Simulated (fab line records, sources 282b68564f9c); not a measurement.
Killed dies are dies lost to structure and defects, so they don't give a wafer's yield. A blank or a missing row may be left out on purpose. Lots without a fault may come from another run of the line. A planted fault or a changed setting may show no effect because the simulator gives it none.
Which tool did it? | flow rit_cmos | 14 lots, 42 wafers sampled, at 2 steps of a route of 202

WHAT THE GAUGES READ, wafer by wafer
RIT_GATE_THK_MEAS_09. Usual: GATE_POLY_THK 250.9 nm, standard deviation 2.4.
lot  | measured    | on            | GATE_POLY_THK (nm) | flag
L674 | day 2 16:59 | film_metro-04 | 249.4 248.3 247.3  |
L675 | day 2 23:43 | film_metro-03 | 254.2 255.4 252.9  |
L678 | day 3 13:20 | film_metro-04 | 254.5 252.1 254.9  |
L679 | day 3 20:16 | film_metro-03 | 156.1 154.7 152.9  | OFF
L680 | day 4 00:23 | film_metro-04 | 248.1 248.2 247.2  |
L681 | day 4 04:58 | film_metro-04 | 250.2 249.1 249.2  |
L682 | day 4 08:12 | film_metro-04 | 152.7 152.2 151.9  | OFF
L687 | day 5 09:05 | film_metro-04 | 256.1 252.7 252.5  |
L689 | day 5 19:18 | film_metro-02 | 251.6 254.6 253.3  |
L690 | day 6 01:46 | film_metro-02 | 249.8 250.2 252.2  |
L693 | day 6 18:54 | film_metro-04 | 250.0 250.1 253.0  |
L694 | day 6 20:23 | film_metro-04 | 250.7 247.7 249.6  |
L695 | day 7 02:32 | film_metro-02 | 247.2 248.5 249.4  |
L696 | day 7 08:27 | film_metro-02 | 249.4 248.3 247.8  |

WHICH TOOL RAN EACH LOT (tool, then ch and the chambers of the sampled wafers, then the start)
lot  | RIT_GATE_CVD_08
L674 | lpcvd-01 ch 0, day 2 15:22
L675 | lpcvd-01 ch 0, day 2 22:05
L678 | lpcvd-01 ch 1, day 3 11:43
L679 | lpcvd-01 ch 1, day 3 17:50
L680 | lpcvd-02 ch 0, day 3 21:58
L681 | lpcvd-02 ch 1, day 4 02:33
L682 | lpcvd-01 ch 1, day 4 06:35
L687 | lpcvd-02 ch 0, day 5 07:26
L689 | lpcvd-02 ch 0, day 5 17:40
L690 | lpcvd-02 ch 1, day 6 00:07
L693 | lpcvd-01 ch 1, day 6 17:17
L694 | lpcvd-02 ch 0, day 6 18:46
L695 | lpcvd-02 ch 0, day 7 00:54
L696 | lpcvd-01 ch 0, day 7 06:50
- RIT_GATE_CVD_08: deposits poly-Si from SiH4, target thk 250 nm, time 2220 s.

WHAT THE TOOLS THEMSELVES READ (means of the sampled wafers that have a number; where no wafer has one, the mark that the record gives instead)
The record holds no such reading with a usual standard deviation.

THE ANSWER, worked out from the rows above alone
Rule: a lot is off if the mean of its wafers that have a number lies more than 3 standard deviations from the usual mean. A lot without any number at a reading at which 4 lots or more have one is off too. The other lots that the step has rows for count as sound. The gauges are gone through in route order, then the tools' own readings, and for those a lot's mean is taken as printed above. The first step at which some lot is off is used, and at that step the reading that is off furthest; a lot without a number counts as furthest.
Off: L679, L682, at RIT_GATE_THK_MEAS_09 (GATE_POLY_THK).
A tool fits if, at a process step before that reading, it ran every lot that is off, and no sound lot after the first of them. The gauges at RIT_GATE_THK_MEAS_09 are tried like those tools. None of those tried fits.

WHAT THE SIMULATOR HAD PUT IN
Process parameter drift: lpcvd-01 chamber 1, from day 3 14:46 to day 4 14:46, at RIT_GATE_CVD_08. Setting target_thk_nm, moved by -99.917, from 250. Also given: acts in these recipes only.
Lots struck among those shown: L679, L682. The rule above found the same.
